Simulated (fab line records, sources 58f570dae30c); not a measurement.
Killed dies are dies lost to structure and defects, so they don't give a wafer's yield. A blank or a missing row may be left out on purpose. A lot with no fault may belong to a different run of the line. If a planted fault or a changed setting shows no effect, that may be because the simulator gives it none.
Which tool was responsible? :: flow berkeley-cmos170 :: 42 wafers from 14 lots sampled at 2 of the route's 331 steps

WHAT THE GAUGES SHOWED, per wafer
UCB170_SACOX_THK_MEAS_02.
lot: L787
measured: day 6 06:49
on: film-metro-01
SACOX_OXIDE_THK (nm): 14.8 14.7 14.7

lot: L788
measured: day 6 17:35
on: film-metro-04
SACOX_OXIDE_THK (nm): 14.5 14.5 14.4

lot: L789
measured: day 6 17:39
on: film-metro-02
SACOX_OXIDE_THK (nm): 14.7 14.9 14.8

lot: L795
measured: day 7 03:50
on: film-metro-02
SACOX_OXIDE_THK (nm): 14.4 14.4 14.6

lot: L793
measured: day 7 03:51
on: film-metro-01
SACOX_OXIDE_THK (nm): 13.9 14.1 13.9

lot: L802
measured: day 9 05:14
on: film-metro-04
SACOX_OXIDE_THK (nm): 13.8 13.7 13.8

lot: L803
measured: day 9 05:14
on: film-metro-01
SACOX_OXIDE_THK (nm): 14.3 14.0 14.5

lot: L804
measured: day 9 20:19
on: film-metro-01
SACOX_OXIDE_THK (nm): 14.6 14.3 14.5

lot: L805
measured: day 9 20:20
on: film-metro-02
SACOX_OXIDE_THK (nm): 14.2 14.6 14.2

lot: L806
measured: day 9 20:20
on: film-metro-04
SACOX_OXIDE_THK (nm): 14.5 14.4 14.4

lot: L807
measured: day 10 08:43
on: film-metro-04
SACOX_OXIDE_THK (nm): 14.2 14.0 14.1

lot: L808
measured: day 10 08:44
on: film-metro-02
SACOX_OXIDE_THK (nm): 14.2 14.1 14.2

lot: L809
measured: day 10 08:46
on: film-metro-01
SACOX_OXIDE_THK (nm): 14.4 14.4 14.4

lot: L810
measured: day 10 20:04
on: film-metro-01
SACOX_OXIDE_THK (nm): 14.7 14.6 14.8

UCB170_PSD_CD_MEAS_06: the cd target is 1200 nm.
lot: L787
measured: day 8 06:25
on: cd-sem-02
cd-nm (nm): 1201.4 1201.2 1201.8

lot: L788
measured: day 8 13:30
on: cd-sem-02
cd-nm (nm): 1201.3 1201.1 1201.1

lot: L789
measured: day 8 12:47
on: cd-sem-02
cd-nm (nm): 1200.4 1200.0 1199.6

lot: L795
measured: day 9 04:06
on: cd-sem-02
cd-nm (nm): 1199.2 1198.9 1198.7

lot: L793
measured: day 9 03:55
on: cd-sem-02
cd-nm (nm): 1198.6 1200.3 1199.9

lot: L802
measured: day 11 00:20
on: cd-sem-02
cd-nm (nm): 1200.6 1201.1 1201.7

lot: L803
measured: day 11 00:07
on: cd-sem-02
cd-nm (nm): 1200.2 1199.7 1200.7

lot: L804
measured: day 11 16:37
on: cd-sem-01
cd-nm (nm): 1199.1 1199.8 1201.0

lot: L805
measured: day 11 16:45
on: cd-sem-01
cd-nm (nm): 1200.1 1200.2 1198.8

lot: L806
measured: day 11 16:56
on: cd-sem-02
cd-nm (nm): 1201.9 1200.1 1200.8

lot: L807
measured: day 12 11:17
on: cd-sem-01
cd-nm (nm): 1195.8 1197.0 1199.5

lot: L808
measured: day 12 11:34
on: cd-sem-01
cd-nm (nm): 1198.9 1198.9 1199.7

lot: L809
measured: day 12 11:01
on: cd-sem-01
cd-nm (nm): 1200.6 1200.9 1200.0

lot: L810
measured: day 12 11:41
on: cd-sem-01
cd-nm (nm): 1199.7 1199.9 1200.8

EACH LOT AND THE TOOL THAT RAN IT (in order: tool; ch and the chambers of the sampled wafers; start)
Before these readings, the record contains no process step.

WHAT THE TOOLS THEMSELVES READ (means of the sampled wafers that have a number; where no wafer has one, the mark that the record gives instead)
The record holds no such reading with a usual standard deviation.

THE ANSWER, worked out from the rows above alone
Rule: the lots themselves supply what counts as usual. The widest of any qualifying gaps counts: lots, ordered by their means at a reading, are off when they make up no more than a third of the lots, leave a main group of 4 or more, and stand apart from it by 3 or more times the standard deviation of that group's means. The tables above print the reading to a certain number of digits; a main group whose means all agree to those digits is not used. A lot without any number at a reading at which 4 lots or more have one is off too. The other lots that the step has rows for count as sound. The gauges are gone through in route order, then the tools' own readings, and for those a lot's mean is taken as printed above. At the first step where some lot is off, the reading lying furthest off is the one used; lots without a number count as furthest.
No lot is off on any of the readings shown, so nothing can be concluded from this.

WHAT THE SIMULATOR HAD PUT IN
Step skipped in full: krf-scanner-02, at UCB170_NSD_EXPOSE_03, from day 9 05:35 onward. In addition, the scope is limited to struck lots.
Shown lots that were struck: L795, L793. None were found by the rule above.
